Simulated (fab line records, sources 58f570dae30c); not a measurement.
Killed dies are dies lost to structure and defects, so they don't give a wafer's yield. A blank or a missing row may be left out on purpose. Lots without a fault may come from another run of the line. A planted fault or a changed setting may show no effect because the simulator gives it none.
Which tool did it? | flow berkeley_cmos170 | 15 lots, 45 wafers sampled, at 6 steps of a route of 331

WHAT THE GAUGES READ, wafer by wafer
UCB170_NLDD_TW_MEAS_11. Usual: NLDD_TW 2218, standard deviation 11.
lot  | measured     | on            | NLDD_TW        | flag
L108 | day 8 06:28  | film_metro-02 | 2207 2203 2201 |
L105 | day 8 07:05  | film_metro-04 | 2214 2216 2222 |
L104 | day 8 07:45  | film_metro-02 | 2202 2205 2207 |
L106 | day 8 07:55  | film_metro-03 | 2226 2219 2224 |
L107 | day 8 08:11  | film_metro-02 | 2201 2210 2213 |
L111 | day 8 19:28  | film_metro-03 | 2226 2241 2224 |
L110 | day 8 19:35  | film_metro-04 | 2226 2212 2218 |
L112 | day 9 15:04  | film_metro-04 | 2194 2203 2208 |
L113 | day 9 15:11  | film_metro-03 | 2218 2232 2225 |
L117 | day 10 03:55 | film_metro-04 | 2222 2210 2218 |
L114 | day 10 05:11 | film_metro-03 | 2221 2236 2232 |
L119 | day 10 17:50 | film_metro-04 | 2210 2213 2208 |
L118 | day 10 18:47 | film_metro-04 | 2215 2212 2216 |
L125 | day 12 04:38 | film_metro-04 | 2221 2215 2228 |
L124 | day 12 05:09 | film_metro-02 | 2200 2212 2203 |

UCB170_PSD_OVL_MEAS_07. Usual: PSD_OVL 4 nm, standard deviation 6.
lot  | measured     | on         | PSD_OVL (nm) | flag
L108 | day 8 12:47  | overlay-02 | 5 6 6        |
L105 | day 8 12:54  | overlay-02 | 2 3 12       |
L104 | day 8 13:37  | overlay-02 | 1 7 10       |
L106 | day 8 13:20  | overlay-02 | 5 2 2        |
L107 | day 8 13:04  | overlay-02 | 9 17 9       |
L111 | day 9 04:15  | overlay-02 | 3 8 -2       |
L110 | day 9 03:17  | overlay-02 | 10 12 2      |
L112 | day 9 23:37  | overlay-01 | 1 1 -3       |
L113 | day 10 00:00 | overlay-01 | -7 -7 1      |
L117 | day 10 11:44 | overlay-01 | 6 9 2        |
L114 | day 10 11:38 | overlay-01 | 5 1 1        |
L119 | day 11 00:13 | overlay-02 | 11 7 9       |
L118 | day 11 00:28 | overlay-01 | -6 1 -2      |
L125 | day 12 11:08 | overlay-02 | 8 10 8       |
L124 | day 12 11:41 | overlay-02 | 17 1 4       |

UCB170_SILICIDE_RS_MEAS_02: measures by four-point-probe. Usual: SILICIDE_TI_RS 26.2 ohm/sq, standard deviation 0.34.
lot  | measured     | on            | SILICIDE_TI_RS (ohm/sq) | flag
L108 | day 8 20:51  | film_metro-01 | 26.4 26.2 25.8          |
L105 | day 8 20:20  | film_metro-01 | 26.4 26.7 26.3          |
L104 | day 8 21:35  | film_metro-03 | 25.6 25.7 25.7          |
L106 | day 8 20:52  | film_metro-03 | 25.2 25.6 25.7          |
L107 | day 8 21:25  | film_metro-02 | 26.0 25.8 25.8          |
L111 | day 9 10:14  | film_metro-03 | 25.9 25.7 26.1          |
L110 | day 9 09:11  | film_metro-02 | 25.9 26.1 26.0          |
L112 | day 10 03:35 | film_metro-03 | 11.7 11.7 11.7          | OFF
L113 | day 10 03:38 | film_metro-01 | 26.5 26.3 26.4          |
L117 | day 10 21:02 | film_metro-01 | 26.6 26.4 26.3          |
L114 | day 10 20:11 | film_metro-02 | 26.4 26.4 26.8          |
L119 | day 11 06:55 | film_metro-02 | 11.9 11.8 12.0          | OFF
L118 | day 11 06:53 | film_metro-01 | 11.9 12.0 11.8          | OFF
L125 | day 12 18:49 | film_metro-03 | 26.9 26.9 26.9          |
L124 | day 12 19:18 | film_metro-03 | 26.2 25.9 26.3          |

UCB170_SILICIDE_THK_MEAS_03: measures by xrf. Usual: SILICIDE_TI_THK 30.0 nm, standard deviation 0.37.
lot  | measured     | on            | SILICIDE_TI_THK (nm) | flag
L108 | day 8 20:58  | film_metro-01 | 30.1 30.2 30.3       |
L105 | day 8 20:27  | film_metro-01 | 29.9 29.5 30.1       |
L104 | day 8 21:42  | film_metro-03 | 30.5 30.3 30.3       |
L106 | day 8 20:59  | film_metro-03 | 30.7 30.2 30.3       |
L107 | day 8 21:31  | film_metro-02 | 30.4 30.6 30.7       |
L111 | day 9 10:21  | film_metro-03 | 30.3 30.6 30.2       |
L110 | day 9 09:19  | film_metro-02 | 30.4 30.3 30.4       |
L112 | day 10 03:41 | film_metro-03 | 60.0 59.9 60.2       | OFF
L113 | day 10 03:46 | film_metro-01 | 29.9 29.9 29.9       |
L117 | day 10 21:08 | film_metro-01 | 29.7 29.9 30.0       |
L114 | day 10 20:19 | film_metro-02 | 29.7 30.0 29.5       |
L119 | day 11 07:01 | film_metro-02 | 60.1 60.3 59.7       | OFF
L118 | day 11 07:01 | film_metro-01 | 60.3 59.6 60.5       | OFF
L125 | day 12 18:56 | film_metro-03 | 29.2 29.4 29.3       |
L124 | day 12 19:25 | film_metro-03 | 29.8 30.2 29.7       |

WHICH TOOL RAN EACH LOT (tool, then ch and the chambers of the sampled wafers, then the start)
lot  | UCB170_NSD_STRIP_09                  | UCB170_SILICIDE_SPUTTER_01
L108 | plasma_asher-04 ch 0,1, day 8 18:16  | pvd_sputter-03, day 8 20:49
L105 | plasma_asher-01 ch 0,1, day 8 18:01  | pvd_sputter-02, day 8 20:18
L104 | plasma_asher-04 ch 0,1, day 8 18:59  | pvd_sputter-03, day 8 21:33
L106 | plasma_asher-02 ch 0,1, day 8 18:30  | pvd_sputter-04, day 8 20:49
L107 | plasma_asher-01 ch 0,1, day 8 18:44  | pvd_sputter-02, day 8 21:22
L111 | plasma_asher-04 ch 0,1, day 9 07:19  | pvd_sputter-03, day 9 10:12
L110 | plasma_asher-02 ch 1, day 9 06:43    | pvd_sputter-04, day 9 09:10
L112 | plasma_asher-04 ch 0,1, day 10 01:34 | pvd_sputter-02, day 10 03:20
L113 | plasma_asher-01 ch 0,1, day 10 01:50 | pvd_sputter-03, day 10 03:37
L117 | plasma_asher-01 ch 0,1, day 10 18:16 | pvd_sputter-03, day 10 20:59
L114 | plasma_asher-01 ch 0,1, day 10 17:18 | pvd_sputter-02, day 10 20:10
L119 | plasma_asher-04 ch 1, day 11 02:56   | pvd_sputter-03, day 11 06:29
L118 | plasma_asher-01 ch 0,1, day 11 03:25 | pvd_sputter-02, day 11 06:29
L125 | plasma_asher-04 ch 0,1, day 12 13:10 | pvd_sputter-02, day 12 18:46
L124 | plasma_asher-02 ch 0,1, day 12 13:31 | pvd_sputter-03, day 12 19:15
- UCB170_NSD_STRIP_09: strips in O2.
- UCB170_SILICIDE_SPUTTER_01: material Ti, target thk 30 nm, time 25 s.

WHAT THE TOOLS THEMSELVES READ (means of the sampled wafers that have a number; where no wafer has one, the mark that the record gives instead)
UCB170_NSD_STRIP_09. Usual: drypump_motor_current_A 5.4 A, standard deviation 0.36; oes_product_au 0.533 a.u., standard deviation 0.0047; strip_time_to_endpoint_s 35.82 s, standard deviation 0.079.
lot  | tool            | drypump_motor_current_A (A) | oes_product_au (a.u.) | strip_time_to_endpoint_s (s) | flag
L108 | plasma_asher-04 | 5.1                         | 0.532                 | 35.93                        |
L105 | plasma_asher-01 | 5.5                         | 0.533                 | 35.71                        |
L104 | plasma_asher-04 | 5.1                         | 0.530                 | 35.84                        |
L106 | plasma_asher-02 | 5.8                         | 0.533                 | 35.81                        |
L107 | plasma_asher-01 | 5.4                         | 0.529                 | 35.69                        |
L111 | plasma_asher-04 | 5.1                         | 0.533                 | 35.77                        |
L110 | plasma_asher-02 | 5.1                         | 0.530                 | 35.76                        |
L112 | plasma_asher-04 | 5.2                         | 0.541                 | 35.84                        |
L113 | plasma_asher-01 | 5.5                         | 0.537                 | 35.80                        |
L117 | plasma_asher-01 | 5.5                         | 0.535                 | 35.83                        |
L114 | plasma_asher-01 | 5.3                         | 0.528                 | 35.75                        |
L119 | plasma_asher-04 | 5.0                         | 0.533                 | 35.89                        |
L118 | plasma_asher-01 | 5.3                         | 0.534                 | 35.76                        |
L125 | plasma_asher-04 | 5.3                         | 0.535                 | 35.80                        |
L124 | plasma_asher-02 | 5.8                         | 0.535                 | 35.90                        |

UCB170_SILICIDE_SPUTTER_01. Usual: throttle_valve_pct 30.0 %, standard deviation 1.1.
lot  | tool           | throttle_valve_pct (%) | flag
L108 | pvd_sputter-03 | 29.3                   |
L105 | pvd_sputter-02 | 31.0                   |
L104 | pvd_sputter-03 | 29.3                   |
L106 | pvd_sputter-04 | 29.7                   |
L107 | pvd_sputter-02 | 30.7                   |
L111 | pvd_sputter-03 | 29.3                   |
L110 | pvd_sputter-04 | 29.3                   |
L112 | pvd_sputter-02 | 30.7                   |
L113 | pvd_sputter-03 | 29.1                   |
L117 | pvd_sputter-03 | 29.8                   |
L114 | pvd_sputter-02 | 30.9                   |
L119 | pvd_sputter-03 | 29.5                   |
L118 | pvd_sputter-02 | 30.9                   |
L125 | pvd_sputter-02 | 30.9                   |
L124 | pvd_sputter-03 | 29.8                   |

THE ANSWER, worked out from the rows above alone
Rule: a lot is off if the mean of its wafers that have a number lies more than 3 standard deviations from the usual mean. A lot without any number at a reading at which 4 lots or more have one is off too. The other lots that the step has rows for count as sound. The gauges are gone through in route order, then the tools' own readings, and for those a lot's mean is taken as printed above. The first step at which some lot is off is used, and at that step the reading that is off furthest; a lot without a number counts as furthest.
Off: L112, L119, L118, at UCB170_SILICIDE_RS_MEAS_02 (SILICIDE_TI_RS).
A tool fits if, at a process step before that reading, it ran every lot that is off, and no sound lot after the first of them. The gauges at UCB170_SILICIDE_RS_MEAS_02 are tried like those tools. None of those tried fits.

WHAT THE SIMULATOR HAD PUT IN
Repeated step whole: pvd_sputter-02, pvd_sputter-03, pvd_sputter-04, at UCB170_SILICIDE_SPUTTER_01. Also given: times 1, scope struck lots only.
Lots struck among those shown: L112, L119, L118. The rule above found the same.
